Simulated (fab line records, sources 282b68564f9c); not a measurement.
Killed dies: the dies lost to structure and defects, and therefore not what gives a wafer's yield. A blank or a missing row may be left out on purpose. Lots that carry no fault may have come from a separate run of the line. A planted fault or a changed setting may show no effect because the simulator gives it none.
Lot-split experiment	flow rit_cmos	5 lots, 23 wafers read, on a route of 202 steps

== THE SPLIT ==
At RIT_PLDD_IMPLANT_08, the setting dose_cm2 was moved away from the recipe's 9e+14 on 6 of the 23 wafers read, by -3.3% to +6.9%. All remaining wafers had this setting at the recipe value.

== FROM THE SPLIT TO THE READING: what the file shows between them, 7 steps ==
- RIT_PSD_SOFTBAKE_02: time 60 s (also split here: temp_c)
- RIT_PSD_EXPOSE_03: exposes mask M10, target cd 40900 nm
- RIT_PSD_PEB_04
- RIT_PSD_DEVELOP_05: develop time 50 s
- RIT_SDANNEAL_CLEAN_01: cleans in dHF, time 30 s (also split here: time_s)
- RIT_SDANNEAL_CLEAN_02: cleans in SC2, time 600 s
- RIT_SDANNEAL_RTA_03: time 5 s

== THE READING ==
PLDD_RS (ohm/sq), read at RIT_SDANNEAL_RS_MEAS_06 with a four-point probe. A value of 178.7 ohm/sq with a standard deviation of 0.55 ohm/sq is what fault-free wafers of this fab line usually give.

wafer	tool, chamber at the split	dose_cm2 as run	against the recipe	PLDD_RS, ohm/sq	against lot-mates on the recipe
L074.1	implanter-04, 0	9e+14	recipe	178.9	-
L074.2	implanter-04, 0	8.706e+14	-3.3%	181.4	+2.5
L074.4	implanter-04, 0	9e+14	recipe	179.0	-
L074.5	implanter-04, 0	8.706e+14	-3.3%	181.2	+2.2
L074.6	implanter-04, 0	8.706e+14	-3.3%	181.6	+2.7
L079.1	implanter-04, 0	9.619e+14	+6.9%	173.6	-5.4
L079.2	implanter-04, 0	9e+14	recipe	178.7	-
L079.3	implanter-04, 0	9e+14	recipe	179.3	-
L079.4	implanter-04, 0	9.619e+14	+6.9%	173.4	-5.6
L079.5	implanter-04, 0	9.619e+14	+6.9%	173.4	-5.6
L080.1	implanter-04, 0	9e+14	recipe	178.1	-
L080.2	implanter-04, 0	9e+14	recipe	178.3	-
L080.3	implanter-04, 0	9e+14	recipe	178.1	-
L080.4	implanter-04, 0	9e+14	recipe	178.4	-
L080.5	implanter-04, 0	9e+14	recipe	178.6	-
L084.1	implanter-04, 0	9e+14	recipe	178.5	-
L084.2	implanter-04, 0	9e+14	recipe	179.5	-
L084.3	implanter-04, 0	9e+14	recipe	178.9	-
L084.4	implanter-04, 0	9e+14	recipe	178.8	-
L084.5	implanter-04, 0	9e+14	recipe	178.7	-
L085.3	implanter-04, 0	9e+14	recipe	178.9	-
L085.5	implanter-04, 0	9e+14	recipe	179.4	-
L085.6	implanter-04, 0	9e+14	recipe	178.6	-

THE FIT
A straight line over all 23 wafers: PLDD_RS changes by -0.777 ohm/sq for each +1% of dose_cm2; r = -0.99; the points scatter about the line by 0.37 ohm/sq.
The same after taking each lot's own level away (the mean of its wafers on the recipe; 23 wafers): -0.793 ohm/sq for each +1%; r = -0.99; scatter 0.26 ohm/sq.
According to that fit, moving dose_cm2 by its largest amount changes the reading by 5.5 ohm/sq.
The span of the lots' own levels, 178.30 to 179.00 ohm/sq, comes to 1.3 times the standard deviation stated above.
The two slopes are in agreement: the lot-to-lot level therefore moves the slope only a little.
Check: for one of the wafers moved furthest among these (+6.9%), held out of the fit, the line's prediction against its lot-mates is -5.51 ohm/sq. Against them it came out at -5.4 ohm/sq.

== OTHER SPLITS APPLIED TO THESE WAFERS ==
Other splits were also applied to these wafers ahead of the reading. Each is held against what the fit with the lots' levels taken away leaves over:
other split on the same wafers	wafers away from the commonest value	r with PLDD_RS (lot level and that fit taken away)
RIT_GATE_ETCH_19 rf_w	11	-0.07
RIT_NLDD_COAT_01 spin_rpm	6	+0.10
RIT_PLDD_COAT_01 spin_rpm	11	+0.03
RIT_PSD_SOFTBAKE_02 temp_c	10	-0.11
RIT_SDANNEAL_CLEAN_01 time_s	5	+0.06

== THE FILE'S OWN FIT ==
PLDD_RS changes by -0.793 ohm/sq for each +1% of dose_cm2, r = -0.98.
